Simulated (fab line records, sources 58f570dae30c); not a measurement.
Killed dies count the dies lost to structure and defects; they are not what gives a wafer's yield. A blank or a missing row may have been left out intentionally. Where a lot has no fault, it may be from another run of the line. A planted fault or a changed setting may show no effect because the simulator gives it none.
Comparing a struck lot with a sound one ; flow berkeley cmos170 ; 14 out of 331 route steps
Sound: the wafers L588.1, L588.3, L588.6. Wafers struck: L602.2, L602.3, L602.4. The cause comes at the end.
Each step with rows lists, per side, the tool, then ch with its chambers, then its first start. Under that, the readings that differ: sound wafers ; struck wafers ; difference of the means ; sigmas: that difference in standard deviations of wafers without a fault.
alike: a reading whose means differ by less than 2 such deviations, as well as words and numbers matching on both sides. not compared: withheld readings; readings where some wafer has no value; bounds like >300 that might hide an equal value; numbers whose values overlap and for which the record gives no deviation.
Wherever a step has rows on one side only, a row that says differs or no value, or a row with sigmas, the two part there. When numbers do not overlap yet have no deviation, they are printed without sigmas and do not part them. A reading missing from all wafers of one side parts the sides only when that side holds two or more wafers.

first, 1 step without rows for these wafers: UCB170_ZERO_DEVELOP_05 (develop time 45 s).
UCB170_ZERO_ETCH_06: etches SiO2 in CHF3/CF4/Ar, time 12 s.
  sound on rie diel-03 ch 2,3, day 2 04:52; struck on rie diel-02 ch 0,3, day 4 19:42
  alike: chamber pressure mTorr, drypump motor current A, oes product au, rf fwd power W, throttle valve pct
  not compared: rf hours counter h
UCB170_ZERO_STRIP_07: strips in O2.
  sound on plasma asher-03 ch 0,1, day 2 04:53; struck on plasma asher-02 ch 0,1, day 4 19:43
  alike: chamber pressure mTorr, drypump motor current A, oes product au, strip time to endpoint s
  not compared: rf hours counter h
then, 2 steps without rows for these wafers: UCB170_NWELL_WET_ETCH_00 (etches SiO2 in dHF, time 200 s); UCB170_NWELL_OXIDATION_01 (target thk 26.4 nm, ox time 1260 s).
UCB170_NWELL_THK_MEAS_02:
  sound on film metro-03, day 2 07:25; struck on film metro-04, day 5 00:49
  alike: NWELL_OXIDE_THK
then, 2 steps without rows for these wafers: UCB170_NWELL_ANNEAL_03 (time 900 s); UCB170_NWELL_CVD_04 (deposits Si3N4 from SiH2Cl2/NH3, target thk 224 nm, time 3360 s).
UCB170_NWELL_THK_MEAS_05:
  sound on film metro-03, day 2 12:45; struck on film metro-01, day 5 06:35
reading;sound;struck;difference;sigmas
NWELL_NITRIDE_THK (nm);228.5 227.3 228.9;223.4 222.8 223.1;-5.1;-2
then, 3 steps without rows for these wafers: UCB170_NWELL_HMDS_06 (prime time 60 s); UCB170_NWELL_COAT_07 (resist thk 900 nm); UCB170_NWELL_SOFTBAKE_08 (time 60 s).
UCB170_NWELL_EXPOSE_09: exposes mask NWELL, target cd 3000 nm.
  sound on krf scanner-01 ch 0, day 2 13:58; struck on krf scanner-01, day 5 07:14
  no value came back on the struck wafers for exposure dose mJ cm2, focus offset nm (nm), na; on the sound wafers exposure dose mJ cm2 reads 24.999 24.980 24.965
  alike: mask
after that, 1 step had no rows for these wafers: UCB170_NWELL_PEB_10.

## WHERE THEY PART
Last at UCB170_NWELL_EXPOSE_09 as far as this record goes, first at UCB170_NWELL_THK_MEAS_05.

WHY: the cause the simulator had injected
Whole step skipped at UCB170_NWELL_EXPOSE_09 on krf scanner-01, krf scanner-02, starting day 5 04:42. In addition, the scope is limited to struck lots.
